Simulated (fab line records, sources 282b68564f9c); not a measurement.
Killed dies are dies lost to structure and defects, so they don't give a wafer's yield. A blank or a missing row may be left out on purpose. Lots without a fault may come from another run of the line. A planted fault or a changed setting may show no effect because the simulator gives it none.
fab line records | flow rit_cmos
record lots=15 wafers=45 last_day=7
route steps=202 shown NLDD@109 PLDD@122 M1@202
lots that met no fault: from a run of the same line without faults
start_h: hours from the record's first day to the start of the lot's first wafer shown | wait_h: hours since the lot's step before | " the same as in the row above | L1.1+2: a row that stands for several wafers | - no value, or no start given | * or withheld: withheld | < > ~ a bound
route shown NAME@n: a module of which the file shows steps, and the number in the route of the first | usual: mean/standard deviation of fault-free wafers | same: alike in all rows | chamber/n: place in a boat | sites: the reading at each site | _std_site: their standard deviation | _edge_site: outer sites' mean less inner sites' | radius_mm: how far each site lies from the wafer's centre | mask NAME#n: copy n | behind: the tool/chamber that last shaped the wafer | hold: why the lot was held/for how many hours/how that ended | device: the transistor (n, p or np) that didn't switch | end of line: the same wafers' tests at the end of the route | a step without rows: its recipe alone | killed: dies lost to structure and defects at the first sort, not the wafer's yield | map: a wafer's dies, x killed, . not, _ none there
set.NAME: the setting as run; set.NAME@STEP: as run at that earlier step | model.NAME: the simulator's own value behind a step, which no gauge read
steps of the route over a sample of lots; a table a step, a row a wafer
services: from which hour (start_h, from the record's first day; less than 0 if before it) a tool's chamber was out of use, for how many hours, and why
## steps
# step RIT_NLDD_OVL_MEAS_06
# usual NLDD_OVL=0.0/1.2
# columns lot.wafer tool chamber start_h wait_h NLDD_OVL[nm]
L878.2 overlay-02 - 42.42 - 0.3
L878.3 " - " " -1.0
L878.6 " - " " 0.9
L879.3 overlay-01 - 48.03 - -0.3
L879.5 " - " " -2.0
L879.6 " - " " -1.5
L880.2 overlay-02 - 54.24 - 0.3
L880.3 " - " " 0.9
L880.5 " - " " 0.9
L881.2 overlay-02 - 56.98 - 0.8
L881.3 " - " " 0.6
L881.5 " - " " 1.6
L882.1 overlay-02 - 62.68 - 0.0
L882.2 " - " " -0.9
L882.5 " - " " -0.2
L883.1 overlay-02 - 66.96 - 0.9
L883.5 " - " " 0.3
L883.6 " - " " -0.8
L884.2 overlay-02 - 71.14 - -0.4
L884.5 " - " " 2.2
L884.6 " - " " -0.7
L885.4 overlay-02 - 77.76 - 0.8
L885.5 " - " " 0.5
L885.6 " - " " 0.0
L886.2 overlay-02 - 82.09 - 0.7
L886.5 " - " " 0.1
L886.6 " - " " 0.5
L889.1 overlay-01 - 97.38 - 0.7
L889.2 " - " " -0.1
L889.6 " - " " 0.4
L890.1 overlay-01 - 100.52 - -0.9
L890.2 " - " " -1.8
L890.5 " - " " -1.1
L892.1 overlay-01 - 111.70 - 1.5
L892.5 " - " " 2.6
L892.6 " - " " 2.3
L893.2 overlay-02 - 115.78 - -0.1
L893.3 " - " " -2.3
L893.5 " - " " -1.7
L897.1 overlay-01 - 135.68 - 1.2
L897.3 " - " " 2.3
L897.5 " - " " 1.7
L898.1 overlay-02 - 141.18 - 0.8
L898.4 " - " " -0.4
L898.5 " - " " -1.3
# step RIT_PLDD_IMPLANT_08
# recipe species=BF2 energy_kev=20 dose_cm2=9e+14 tilt_deg=7
# usual dose_ions_cm2=8.998e+14/9.2e+11 end_station_pressure_torr=7.3e-06/4.2e-07 faraday_current_uA=2821/53
# columns lot.wafer tool chamber start_h wait_h dose_ions_cm2 end_station_pressure_torr faraday_current_uA
L878.2 implanter-04 0 44.30 0.1 9.009e+14 7.3e-06 2744
L878.3 " 0 " " 9.005e+14 7.9e-06 2747
L878.6 " 0 " " 9.009e+14 7.4e-06 2781
L879.3 implanter-04 0 49.67 0.1 8.999e+14 7.3e-06 2759
L879.5 " 0 " " 8.987e+14 7.5e-06 2785
L879.6 " 0 " " 8.996e+14 7.9e-06 2794
L880.2 implanter-03 0 56.02 0.1 9.015e+14 7.5e-06 2954
L880.3 " 0 " " 9.013e+14 7.6e-06 2838
L880.5 " 0 " " 9.013e+14 7.8e-06 2788
L881.2 implanter-01 0 58.73 0.1 8.997e+14 7.6e-06 2794
L881.3 " 0 " " 8.997e+14 7.4e-06 2790
L881.5 " 0 " " 8.993e+14 7.1e-06 2801
L882.1 implanter-04 0 64.51 0.1 8.99e+14 6.9e-06 2729
L882.2 " 0 " " 9.001e+14 7.4e-06 2727
L882.5 " 0 " " 9e+14 7e-06 2923
L883.1 implanter-03 0 68.71 0.1 8.986e+14 7.5e-06 2736
L883.5 " 0 " " 8.998e+14 7.6e-06 2802
L883.6 " 0 " " 9.01e+14 6.7e-06 2869
L884.2 implanter-03 0 73.13 0.1 9.001e+14 6.9e-06 2935
L884.5 " 0 " " 9.004e+14 7.3e-06 2807
L884.6 " 0 " " 9.008e+14 7.2e-06 2829
L885.4 implanter-04 0 79.42 0.1 9.006e+14 7.8e-06 2883
L885.5 " 0 " " 8.999e+14 7.3e-06 2847
L885.6 " 0 " " 8.996e+14 8.1e-06 2797
L886.2 implanter-04 0 83.88 0.1 9.011e+14 7.1e-06 2832
L886.5 " 0 " " 9.009e+14 7.1e-06 2776
L886.6 " 0 " " 8.994e+14 7.5e-06 2734
L889.1 implanter-04 0 99.11 0.1 1.7127e+15 9.7e-06 5405
L889.2 " 0 " " 1.7138e+15 9.6e-06 5307
L889.6 " 0 " " 1.7134e+15 9e-06 5289
L890.1 implanter-04 0 102.33 0.1 1.7137e+15 8.9e-06 5427
L890.2 " 0 " " 1.7136e+15 9.7e-06 5338
L890.5 " 0 " " 1.7134e+15 9.8e-06 5499
L892.1 implanter-04 0 113.31 0.1 1.7152e+15 9.1e-06 5344
L892.5 " 0 " " 1.7155e+15 1.03e-05 5459
L892.6 " 0 " " 1.7146e+15 9.4e-06 5471
L893.2 implanter-03 0 117.41 0.1 8.998e+14 8e-06 2784
L893.3 " 0 " " 8.985e+14 7.4e-06 2888
L893.5 " 0 " " 8.973e+14 7e-06 2841
L897.1 implanter-03 0 137.37 0.1 8.995e+14 7.4e-06 2833
L897.3 " 0 " " 8.977e+14 7.9e-06 2884
L897.5 " 0 " " 8.999e+14 7.4e-06 2802
L898.1 implanter-01 0 142.91 0.1 8.988e+14 7.2e-06 2806
L898.4 " 0 " " 8.985e+14 7.4e-06 2796
L898.5 " 0 " " 8.995e+14 7.4e-06 2786
# step RIT_PLDD_TW_MEAS_10
# usual PLDD_TW=2349/9.6
# columns lot.wafer tool chamber start_h wait_h hold PLDD_TW
L878.2 film_metro-02 - 44.61 0.1 - 2364
L878.3 " - " " - 2361
L878.6 " - " " - 2357
L879.3 film_metro-03 - 49.97 0.1 - 2350
L879.5 " - " " - 2351
L879.6 " - " " - 2358
L880.2 film_metro-04 - 56.33 0.1 - 2348
L880.3 " - " " - 2360
L880.5 " - " " - 2365
L881.2 film_metro-03 - 59.04 0.1 - 2361
L881.3 " - " " - 2347
L881.5 " - " " - 2367
L882.1 film_metro-03 - 64.83 0.1 - 2358
L882.2 " - " " - 2353
L882.5 " - " " - 2348
L883.1 film_metro-02 - 69.03 0.1 - 2336
L883.5 " - " " - 2342
L883.6 " - " " - 2351
L884.2 film_metro-02 - 73.44 0.1 - 2341
L884.5 " - " " - 2345
L884.6 " - " " - 2363
L885.4 film_metro-04 - 79.70 0.1 - 2333
L885.5 " - " " - 2336
L885.6 " - " " - 2329
L886.2 film_metro-03 - 84.19 0.1 - 2352
L886.5 " - " " - 2356
L886.6 " - " " - 2342
L889.1 film_metro-02 - 99.43 0.1 await_dispo/0.2h/release 2714
L889.2 " - " " await_dispo/0.2h/release 2706
L889.6 " - " " await_dispo/0.2h/release 2723
L889.1 film_metro-02 - 99.67 0.2 - 2717
L889.2 " - " " - 2724
L889.6 " - " " - 2718
L890.1 film_metro-04 - 102.65 0.1 await_dispo/0.2h/release 2722
L890.2 " - " " await_dispo/0.2h/release 2725
L890.5 " - " " await_dispo/0.2h/release 2729
L890.1 film_metro-04 - 102.88 0.2 - 2726
L890.2 " - " " - 2735
L890.5 " - " " - 2735
L892.1 film_metro-03 - 113.63 0.1 await_dispo/0.2h/release 2711
L892.5 " - " " await_dispo/0.2h/release 2697
L892.6 " - " " await_dispo/0.2h/release 2705
L892.1 film_metro-03 - 113.86 0.2 - 2714
L892.5 " - " " - 2716
L892.6 " - " " - 2704
L893.2 film_metro-03 - 117.72 0.1 - 2337
L893.3 " - " " - 2339
L893.5 " - " " - 2359
L897.1 film_metro-02 - 137.69 0.1 - 2355
L897.3 " - " " - 2353
L897.5 " - " " - 2358
L898.1 film_metro-02 - 143.23 0.1 - 2348
L898.4 " - " " - 2347
L898.5 " - " " - 2343
# step RIT_SDANNEAL_RS_MEAS_06
# recipe thk_meas_gauge=four-point-probe
# usual PLDD_RS=178.9/0.47
# columns lot.wafer tool chamber start_h wait_h hold PLDD_RS[ohm/sq]
L878.2 film_metro-02 - 51.11 0.1 - 178.5
L878.3 " - " " - 179.2
L878.6 " - " " - 178.9
L879.3 film_metro-02 - 56.13 0.1 - 179.4
L879.5 " - " " - 179.0
L879.6 " - " " - 178.8
L880.2 film_metro-02 - 62.74 0.1 - 179.3
L880.3 " - " " - 179.1
L880.5 " - " " - 179.6
L881.2 film_metro-04 - 66.41 0.1 - 179.0
L881.3 " - " " - 179.1
L881.5 " - " " - 179.5
L882.1 film_metro-04 - 71.25 0.1 - 178.6
L882.2 " - " " - 178.6
L882.5 " - " " - 178.5
L883.1 film_metro-03 - 75.22 0.1 - 178.6
L883.5 " - " " - 178.8
L883.6 " - " " - 178.2
L884.2 film_metro-03 - 79.77 0.1 - 179.3
L884.5 " - " " - 178.6
L884.6 " - " " - 178.3
L885.4 film_metro-04 - 85.92 0.1 - 179.8
L885.5 " - " " - 179.7
L885.6 " - " " - 180.3
L886.2 film_metro-04 - 90.53 0.1 - 179.0
L886.5 " - " " - 179.2
L886.6 " - " " - 179.1
L889.1 film_metro-04 - 107.86 0.1 await_dispo/0.2h/release 153.0
L889.2 " - " " await_dispo/0.2h/release 153.2
L889.6 " - " " await_dispo/0.2h/release 153.0
L889.1 film_metro-04 - 108.14 0.3 - 152.8
L889.2 " - " " - 153.1
L889.6 " - " " - 152.7
L890.1 film_metro-04 - 116.56 0.1 await_dispo/0.2h/release 154.0
L890.2 " - " " await_dispo/0.2h/release 153.4
L890.5 " - " " await_dispo/0.2h/release 153.6
L890.1 film_metro-04 - 116.85 0.3 - 153.3
L890.2 " - " " - 153.5
L890.5 " - " " - 153.7
L893.2 film_metro-02 - 124.19 0.1 - 178.9
L893.3 " - " " - 178.1
L893.5 " - " " - 178.3
L892.1 film_metro-04 - 128.20 0.1 await_dispo/0.2h/release 153.1
L892.5 " - " " await_dispo/0.2h/release 153.4
L892.6 " - " " await_dispo/0.2h/release 153.1
L892.1 film_metro-04 - 128.48 0.3 - 153.0
L892.5 " - " " - 153.2
L892.6 " - " " - 153.4
L897.1 film_metro-04 - 144.05 0.1 - 178.9
L897.3 " - " " - 178.1
L897.5 " - " " - 178.5
L898.1 film_metro-03 - 149.47 0.1 - 179.1
L898.4 " - " " - 178.9
L898.5 " - " " - 178.6
# step RIT_M1_PROBE_99
# usual defect_limited_yield=97.4/1.2 killed_at_M0_to_M3=0.0/0.12 killed_at_contacts=0.1/0.23 killed_at_front_end=7/3.1 killed_dies=7/3.1 killed_open=3.4/2.1 killed_short=3.5/2 sort_bin_3_pad_short=0.1/0.24 sort_bin_5_function=1.5/0.82 sort_bin_6_memory=1.0/0.69 sort_n_pass=257/3.1 sort_yield_pct=97.4/1.2
# same gross_dies=264 killed_at_M4_up=0 killed_at_back_side=0 killed_at_other=0
# columns lot.wafer tool chamber start_h wait_h defect_limited_yield[%] killed_at_M0_to_M3 killed_at_contacts killed_at_front_end killed_dies killed_open killed_short sort_bin_3_pad_short[%] sort_bin_5_function[%] sort_bin_6_memory[%] sort_n_pass sort_yield_pct[%]
L878.2 prober-02 - 58.72 0.1 97.0 0 0 8 8 6 2 0 2.3 0.8 256 97.0
L878.3 prober-02 - 58.77 0.2 96.6 0 0 9 9 6 3 0.4 1.5 1.5 255 96.6
L878.6 prober-02 - 58.92 0.2 96.6 0 0 9 9 4 5 0 1.9 1.5 255 96.6
L879.3 prober-01 - 63.37 0.2 99.6 0 0 1 1 0 1 0 0.4 0 263 99.6
L879.5 prober-01 - 63.47 0.2 98.1 0 0 5 5 1 4 0.8 0.8 0.4 259 98.1
L879.6 prober-01 - 63.52 0.2 96.2 0 0 10 10 7 3 0.4 2.7 0.8 254 96.2
L880.2 prober-02 - 70.10 0.1 95.1 0 0 13 13 4 9 0 3.4 1.5 251 95.1
L880.3 prober-02 - 70.15 0.2 96.6 0 0 9 9 5 4 0.8 1.1 1.5 255 96.6
L880.5 prober-02 - 70.25 0.2 97.3 0 0 7 7 4 3 0.4 1.5 0.8 257 97.3
L881.2 prober-01 - 75.15 0.1 98.9 0 0 3 3 3 0 0 1.1 0 261 98.9
L881.3 prober-01 - 75.20 0.2 96.6 0 0 9 9 7 2 0 2.3 1.1 255 96.6
L881.5 prober-01 - 75.30 0.2 98.1 0 0 5 5 3 2 0 1.5 0.4 259 98.1
L882.1 prober-02 - 78.96 0.1 93.2 0 0 18 18 5 13 0.8 3.4 2.7 246 93.2
L882.2 prober-02 - 79.01 0.1 98.5 0 0 4 4 2 2 0 0 1.5 260 98.5
L882.5 prober-02 - 79.16 0.2 98.1 0 0 5 5 1 4 0.4 1.1 0.4 259 98.1
L883.1 prober-01 - 82.81 0.1 97.3 0 0 7 7 4 3 0.8 0.8 1.1 257 97.3
L883.5 prober-01 - 83.01 0.2 97.7 0 0 6 6 1 5 0 0.8 1.5 258 97.7
L883.6 prober-01 - 83.06 0.2 97.3 0 0 7 7 3 4 0.8 0.8 1.1 257 97.3
L884.2 prober-02 - 88.26 0.1 97.7 0 0 6 6 4 2 0.4 1.9 0 258 97.7
L884.5 prober-02 - 88.41 0.2 96.6 0 0 9 9 4 5 0 2.7 0.8 255 96.6
L884.6 prober-02 - 88.46 0.2 97.0 0 1 7 8 5 3 0 1.9 1.1 256 97.0
L885.4 prober-01 - 93.48 0.2 97.3 0 0 7 7 5 2 0 1.5 1.1 257 97.3
L885.5 prober-01 - 93.53 0.2 98.5 0 0 4 4 2 2 0 1.1 0.4 260 98.5
L885.6 prober-01 - 93.58 0.2 98.1 0 0 5 5 3 2 0 1.5 0.4 259 98.1
L886.2 prober-02 - 98.13 0.1 96.2 0 0 10 10 5 5 0 2.3 1.5 254 96.2
L886.5 prober-02 - 98.28 0.2 97.0 0 0 8 8 5 3 0 1.5 1.5 256 97.0
L886.6 prober-02 - 98.33 0.2 97.7 0 0 6 6 2 4 0 2.3 0 258 97.7
L893.2 prober-02 - 131.51 0.1 97.3 1 0 6 7 3 4 0 2.7 0 257 97.3
L893.3 prober-02 - 131.56 0.2 99.2 0 0 2 2 1 1 0 0 0.8 262 99.2
L893.5 prober-02 - 131.66 0.2 96.2 0 0 10 10 6 4 0 2.7 1.1 254 96.2
L897.1 prober-02 - 151.41 0.1 96.6 0 0 9 9 3 6 0 2.3 1.1 255 96.6
L897.3 prober-02 - 151.51 0.2 98.1 0 0 5 5 2 3 0 0.8 1.1 259 98.1
L897.5 prober-02 - 151.61 0.2 97.7 0 0 6 6 2 4 0.4 1.1 0.8 258 97.7
L898.1 prober-01 - 156.46 0.1 96.6 0 0 9 9 8 1 0 1.5 1.9 255 96.6
L898.4 prober-01 - 156.61 0.2 95.8 0 0 11 11 5 6 0 2.7 1.5 253 95.8
L898.5 prober-01 - 156.66 0.2 98.1 0 0 5 5 1 4 0.4 0.8 0.8 259 98.1
# killed by level:class
L878.2 GATE:geometric_particle:open=5 ACTIVE:geometric_particle:open=1 FOX1:geometric_particle:short=1 GATE:geometric_particle:short=1
L878.3 GATE:geometric_particle:short=2 SILICIDE:geometric_particle:open=2 FOX1:geometric_particle:open=1 FOX1:geometric_particle:short=1 GATE:geometric_particle:open=1 REOX:geometric_particle:open=1 SPACER:geometric_particle:open=1
L878.6 GATE:geometric_particle:open=3 GATE:geometric_particle:short=2 FOX2:geometric_particle:open=1 FOX2:geometric_particle:short=1 SPACER:geometric_particle:short=1 SILICIDE:geometric_particle:short=1
L879.3 GATE:geometric_particle:short=1
L879.5 FOX2:geometric_particle:short=2 FOX2:geometric_particle:open=1 REOX:geometric_particle:short=1 SPACER:geometric_particle:short=1
L879.6 GATE:geometric_particle:open=5 GATE:geometric_particle:short=2 SPACER:geometric_particle:open=2 SPACER:geometric_particle:short=1
L880.2 GATE:geometric_particle:short=5 FOX1:geometric_particle:short=4 FOX1:geometric_particle:open=1 GATE:geometric_particle:open=1 SPACER:geometric_particle:open=1 SILICIDE:geometric_particle:open=1
L880.3 SILICIDE:geometric_particle:open=2 FOX1:geometric_particle:open=1 FOX2:geometric_particle:short=1 GATE:geometric_particle:short=1 GATE:geometric_particle:open=1 SPACER:geometric_particle:open=1 SPACER:geometric_particle:short=1 SILICIDE:geometric_particle:short=1
L880.5 FOX1:geometric_particle:open=2 FOX1:geometric_particle:short=1 FOX2:geometric_particle:short=1 GATE:geometric_particle:open=1 GATE:geometric_particle:short=1 SILICIDE:geometric_particle:open=1
L881.2 GATE:geometric_particle:open=2 REOX:geometric_particle:open=1
L881.3 FOX1:geometric_particle:open=2 GATE:geometric_particle:open=2 REOX:geometric_particle:open=2 FOX1:geometric_particle:short=1 SPACER:geometric_particle:open=1 SPACER:geometric_particle:short=1
L881.5 SILICIDE:geometric_particle:open=2 GATE:geometric_particle:short=1 REOX:geometric_particle:open=1 STARTING-WAFER:geometric_particle:short=1
L882.1 SPACER:geometric_particle:short=7 GATE:geometric_particle:short=4 SPACER:geometric_particle:open=4 REOX:geometric_particle:short=2 REOX:geometric_particle:open=1
L882.2 REOX:geometric_particle:open=1 REOX:geometric_particle:short=1 SPACER:geometric_particle:open=1 SILICIDE:geometric_particle:short=1
L882.5 FOX1:geometric_particle:short=1 GATE:geometric_particle:short=1 REOX:geometric_particle:open=1 REOX:geometric_particle:short=1 SPACER:geometric_particle:short=1
L883.1 SILICIDE:geometric_particle:open=3 FOX1:geometric_particle:open=1 FOX2:geometric_particle:short=1 GATE:geometric_particle:short=1 SILICIDE:geometric_particle:short=1
L883.5 GATE:geometric_particle:short=3 FOX1:geometric_particle:short=2 GATE:geometric_particle:open=1
L883.6 SPACER:geometric_particle:short=3 SPACER:geometric_particle:open=2 GATE:geometric_particle:short=1 GATE:geometric_particle:open=1
L884.2 GATE:geometric_particle:short=2 SPACER:geometric_particle:open=2 GATE:geometric_particle:open=1 REOX:geometric_particle:open=1
L884.5 FOX1:geometric_particle:open=2 FOX1:geometric_particle:short=2 SILICIDE:geometric_particle:open=2 GATE:geometric_particle:short=1 REOX:geometric_particle:short=1 SILICIDE:geometric_particle:short=1
L884.6 GATE:geometric_particle:open=3 SPACER:geometric_particle:short=1 SPACER:geometric_particle:open=1 SILICIDE:geometric_particle:short=1 SILICIDE:geometric_particle:open=1 CONTACT:geometric_particle:short=1
L885.4 SPACER:geometric_particle:open=4 GATE:geometric_particle:short=1 REOX:geometric_particle:open=1 SPACER:geometric_particle:short=1
L885.5 FOX1:geometric_particle:short=1 GATE:geometric_particle:open=1 REOX:geometric_particle:short=1 SPACER:geometric_particle:open=1
L885.6 GATE:geometric_particle:open=2 FOX2:geometric_particle:open=1 GATE:geometric_particle:short=1 SPACER:geometric_particle:short=1
L886.2 GATE:geometric_particle:short=5 GATE:geometric_particle:open=3 FOX1:geometric_particle:open=1 SPACER:geometric_particle:open=1
L886.5 SPACER:geometric_particle:open=4 GATE:geometric_particle:short=1 GATE:geometric_particle:open=1 REOX:geometric_particle:short=1 SPACER:geometric_particle:short=1
L886.6 SPACER:geometric_particle:short=2 FOX1:geometric_particle:open=1 GATE:geometric_particle:short=1 GATE:geometric_particle:open=1 SILICIDE:geometric_particle:short=1
L893.2 ACTIVE:geometric_particle:short=1 FOX1:geometric_particle:open=1 GATE:geometric_particle:short=1 GATE:geometric_particle:open=1 REOX:geometric_particle:short=1 SILICIDE:geometric_particle:short=1 M1:geometric_particle:open=1
L893.3 GATE:geometric_particle:short=1 GATE:geometric_particle:open=1
L893.5 GATE:geometric_particle:short=4 GATE:geometric_particle:open=3 FOX1:geometric_particle:open=2 FOX2:geometric_particle:open=1
L897.1 FOX2:geometric_particle:open=2 SILICIDE:geometric_particle:short=2 FOX1:geometric_particle:short=1 FOX2:geometric_particle:short=1 GATE:geometric_particle:short=1 REOX:geometric_particle:short=1 SPACER:geometric_particle:open=1
L897.3 FOX1:geometric_particle:open=1 FOX2:geometric_particle:open=1 GATE:geometric_particle:short=1 SPACER:geometric_particle:short=1 SILICIDE:geometric_particle:short=1
L897.5 FOX1:geometric_particle:open=1 FOX2:geometric_particle:short=1 FOX2:geometric_particle:open=1 GATE:geometric_particle:short=1 REOX:geometric_particle:short=1 SPACER:geometric_particle:short=1
L898.1 GATE:geometric_particle:open=6 FOX1:geometric_particle:short=1 REOX:geometric_particle:open=1 SPACER:geometric_particle:open=1
L898.4 GATE:geometric_particle:short=4 GATE:geometric_particle:open=4 FOX1:geometric_particle:short=1 FOX2:geometric_particle:short=1 REOX:geometric_particle:open=1
L898.5 GATE:geometric_particle:short=3 SPACER:geometric_particle:open=1 SPACER:geometric_particle:short=1
## services
# columns tool chamber start_h hours kind
implanter-03 - 44.16 9.5 repair
implanter-04 - 65.94 1.4 repair
implanter-01 - 77.38 49.9 pm
implanter-04 - 86.29 2.8 repair
implanter-03 - 126.30 4.0 pm
## key
first_sign step=RIT_PLDD_IMPLANT_08 reading=dose_ions_cm2 direction=up sigmas=99+ usual=8.998e+14 struck=1.714e+15
effect step=RIT_PLDD_IMPLANT_08 reading=faraday_current_uA direction=up sigmas=48 usual=2821 struck=5393
effect step=RIT_PLDD_TW_MEAS_10 reading=visit direction=added
effect step=RIT_PLDD_TW_MEAS_10 reading=PLDD_TW direction=up sigmas=38 usual=2349 struck=2715
effect step=RIT_SDANNEAL_RS_MEAS_06 reading=PLDD_RS direction=down sigmas=55 usual=178.9 struck=153.3
met_at RIT_PLDD_IMPLANT_08
struck_lots L889,L890,L892
scrapped_behind RIT_SDANNEAL_RS_MEAS_06 L889.1,L889.2,L889.6,L890.1,L890.2,L890.5,L892.1,L892.5,L892.6
not_acting_at RIT_NLDD_OVL_MEAS_06
onset_between 83.88 99.11
fault kind=process_parameter_drift tool=implanter-04 chamber=- onset_h=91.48 steps=RIT_PLDD_IMPLANT_08 channel=dose_cm2 offset=8.1472e+14 shape=step end_h=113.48 acts_in=these_recipes_only stated=9e+14
